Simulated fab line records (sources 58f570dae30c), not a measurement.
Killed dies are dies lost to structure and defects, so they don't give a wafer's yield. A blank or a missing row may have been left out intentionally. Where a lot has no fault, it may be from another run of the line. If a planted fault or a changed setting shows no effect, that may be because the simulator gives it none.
Split-lot study | flow berkeley_cmos170 | 23 wafers read across 5 lots, on a route 331 steps long

SPLIT DETAILS
At UCB170_V1_ETCH_14 (etches SiO2 in CHF3/CF4/Ar, stops on Al, target depth 1250 nm, time 291 s), the setting time_s was moved away from the recipe's 291 s on 10 of the 23 wafers read, by +7.0% to +12.2%. The other wafers ran this setting at the recipe's value.

Reading taken at the split's own step.

THE READING
KrF_of_V1_COAT_07.thk_nm (the simulator's own value, which no gauge read), in nm, at UCB170_V1_ETCH_14 (etches SiO2 in CHF3/CF4/Ar, stops on Al, target depth 1250 nm, time 291 s). The file does not state a usual value for it. Average 613.1 nm, standard deviation 4 nm, over the 13 wafers here run with the recipe.

wafer  | tool, chamber at the split | time_s as run, s | against the recipe | KrF_of_V1_COAT_07.thk_nm, nm | against lot-mates on the recipe
L080.1 | rie_diel-02, 0             | 291              | recipe             | 613.7                        | -
L080.2 | rie_diel-02, 2             | 326.5            | +12.2%             | 573.4                        | -41.1
L080.3 | rie_diel-02, 1             | 326.5            | +12.2%             | 566.6                        | -47.9
L080.5 | rie_diel-02, 0             | 291              | recipe             | 615.3                        | -
L080.6 | rie_diel-02, 2             | 326.5            | +12.2%             | 573.1                        | -41.4
L078.1 | rie_diel-03, 2             | 291              | recipe             | 613.9                        | -
L078.2 | rie_diel-03, 1             | 291              | recipe             | 614.3                        | -
L078.4 | rie_diel-03, 1             | 291              | recipe             | 618.5                        | -
L078.5 | rie_diel-03, 2             | 313.6            | +7.8%              | 591.7                        | -23.9
L078.6 | rie_diel-03, 3             | 313.6            | +7.8%              | 597.7                        | -17.9
L077.1 | rie_diel-03, 2             | 291              | recipe             | 615.8                        | -
L077.3 | rie_diel-03, 1             | 311.5            | +7.0%              | 601.9                        | -16.6
L077.4 | rie_diel-03, 1             | 311.5            | +7.0%              | 599.7                        | -18.8
L077.5 | rie_diel-03, 2             | 311.5            | +7.0%              | 595.6                        | -22.9
L077.6 | rie_diel-03, 3             | 291              | recipe             | 621.3                        | -
L082.1 | rie_diel-01, 2             | 291              | recipe             | 611.1                        | -
L082.3 | rie_diel-01, 3             | 291              | recipe             | 608.7                        | -
L082.4 | rie_diel-01, 0             | 324.6            | +11.5%             | 576                          | -35.1
L082.5 | rie_diel-01, 3             | 324.6            | +11.5%             | 574                          | -37.1
L082.6 | rie_diel-01, 2             | 291              | recipe             | 613.4                        | -
L085.1 | rie_diel-03, 0             | 291              | recipe             | 607.8                        | -
L085.3 | rie_diel-03, 3             | 291              | recipe             | 608.3                        | -
L085.5 | rie_diel-03, 2             | 291              | recipe             | 608.3                        | -

FIT RESULTS
A straight line over all 23 wafers: KrF_of_V1_COAT_07.thk_nm changes by -3.15 nm for each +1% of time_s; r = -0.95; the points scatter about the line by 5.2 nm.
The same after taking each lot's own level away (the mean of its wafers on the recipe; 23 wafers): -3.27 nm for each +1%; r = -0.98; scatter 3.3 nm.
The reading moves by 40 nm for the largest change in time_s, on that fit.
Across the lots, their own levels run from 608.13 to 618.55 nm, a range of 2.6 times the standard deviation given above.
Hence the lot-to-lot level has little effect on the slope; both slopes agree.
Check: for one of the wafers moved furthest among these (+12.2%), held out of the fit, the line's prediction against its lot-mates is -39 nm. Against them it came out at -41.1 nm.

THE OTHER SPLITS THESE WAFERS WENT THROUGH
Other splits were also applied to these wafers ahead of the reading. Each is held against what the fit with the lots' levels taken away leaves over:
other split on the same wafers   | wafers away from the commonest value | r with KrF_of_V1_COAT_07.thk_nm (lot level and that fit taken away)
UCB170_PSD_IMPLANT_08 dose_cm2   | 5                                    | +0.20
UCB170_NSD_COAT_01 resist_thk_nm | 4                                    | -0.10
UCB170_SDANNEAL_RTA_01 time_s    | 10                                   | -0.08
UCB170_CONTACT_COAT_04 spin_rpm  | 7                                    | +0.35
UCB170_M1_METAL_ETCH_12 time_s   | 11                                   | -0.06
UCB170_V1_EXPOSE_09 dose_mj      | 5                                    | -0.24

THE WHOLE CHAIN: every reading that the file lists as answering this split, in the file's order
step               | what it does                                                              | reading                                                                   | change (the file's fit)              | r (the file's)
UCB170_V1_ETCH_14  | etches SiO2 in CHF3/CF4/Ar, stops on Al, target depth 1250 nm, time 291 s | KrF_of_V1_COAT_07.thk_nm (the simulator's own value, which no gauge read) | -3.18 nm for each +1% of the setting | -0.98
UCB170_V1_STRIP_15 | strips in O2                                                              | strip_time_to_endpoint_s                                                  | withheld for each +1% of the setting | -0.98

THE FILE'S OWN FIT
KrF_of_V1_COAT_07.thk_nm changes by -3.18 nm for each +1% of time_s, r = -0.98.
